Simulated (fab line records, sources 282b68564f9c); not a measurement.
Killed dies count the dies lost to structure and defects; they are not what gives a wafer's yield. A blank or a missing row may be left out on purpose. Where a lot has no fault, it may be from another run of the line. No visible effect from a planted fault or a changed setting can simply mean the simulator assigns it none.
Comparing a struck lot with a sound one ; flow rit-cmos ; 15 out of 202 route steps
Sound: wafers L823.3, L823.4, L823.6. Struck: wafers L834.1, L834.3, L834.6. The cause comes at the end.
Per side, at each step with rows, come the tool, then ch with its chambers, and then its first start. Under that, the readings that differ: sound wafers ; struck wafers ; difference of the means ; sigmas: that difference in standard deviations of wafers without a fault.
alike: readings with means less than 2 such deviations apart, plus words and numbers identical on both sides. not compared: withheld readings, readings lacking a value on some wafer, bounds such as >300 that could conceal the same value, and numbers that have no deviation in the record and whose values overlap.
The two part at a step that has a row with sigmas, a row that says differs or no value, or rows on one side only. Non-overlapping numbers with no deviation appear without sigmas and do not part them. A reading missing from all wafers of one side parts the sides only when that side holds two or more wafers.

first, 2 steps without rows for these wafers: RIT_GATE_PEB_14; RIT_GATE_DEVELOP_15 (develop time 48.27 s).
RIT_GATE_CD_MEAS_16: target cd 150 nm.
  sound on cd-sem-02 at day 2 20:38; struck on cd-sem-01 at day 5 01:54
  alike: cd-nm
RIT_GATE_OVL_MEAS_17:
  sound on overlay-01 at day 2 20:43; struck on overlay-02 at day 5 02:01
  alike: GATE_OVL
then, 1 step without rows for these wafers: RIT_GATE_HARDBAKE_18 (time 60 s).
RIT_GATE_ETCH_19: etches poly-Si in SF6/CHF3/O2, stops on SiO2, time 165 s, target depth 312.5 nm.
  sound on rie-si-01 ch 1,2, day 2 20:53; struck on rie-si-02 ch 1,2,3, day 5 02:12
  alike: drypump-motor-current-A, oes-product-au, throttle-valve-pct
  not compared: rf-hours-counter-h
RIT_GATE_STRIP_20: strips in O2, time 180 s.
  sound on plasma-asher-03 ch 0,1, day 2 21:04; struck on plasma-asher-01 ch 0,1, day 5 02:19
  alike: drypump-motor-current-A
  not compared: rf-hours-counter-h
RIT_GATE_CD_MEAS_90: target cd 150 nm.
  sound on cd-sem-02 at day 2 21:18; struck on cd-sem-02 at day 5 02:29
  alike: cd-nm
then, 4 steps without rows for these wafers: RIT_REOX_CLEAN_00 (cleans in SC1, time 600 s); RIT_REOX_CLEAN_01 (cleans in dHF, time 30 s); RIT_REOX_CLEAN_02 (cleans in SC2, time 600 s); RIT_REOX_OXIDATION_03 (target thk 25.2 nm, ox time 5580 s).
RIT_REOX_THK_MEAS_04:
  sound on film-metro-04 at day 3 00:21; struck on film-metro-04 at day 5 05:33
reading;sound;struck;difference;sigmas
REOX_OXIDE_THK (nm);24.1 24.4 24.4;27.6 27.3 28.1;+3.4;+7
then, 1 step without rows for these wafers: RIT_NLDD_HMDS_00 (prime time 60 s).
RIT_M1_PROBE_99:
  sound on prober-02 at day 3 18:35; struck on prober-01 at day 5 21:55
  alike: killed-at-front-end, killed-dies, killed-open, killed-short

## WHERE THEY PART
Within this record, at RIT_REOX_THK_MEAS_04 only. Later steps at which nothing parts them and some readings are alike: RIT_M1_PROBE_99.

WHY: what had been put in by the simulator
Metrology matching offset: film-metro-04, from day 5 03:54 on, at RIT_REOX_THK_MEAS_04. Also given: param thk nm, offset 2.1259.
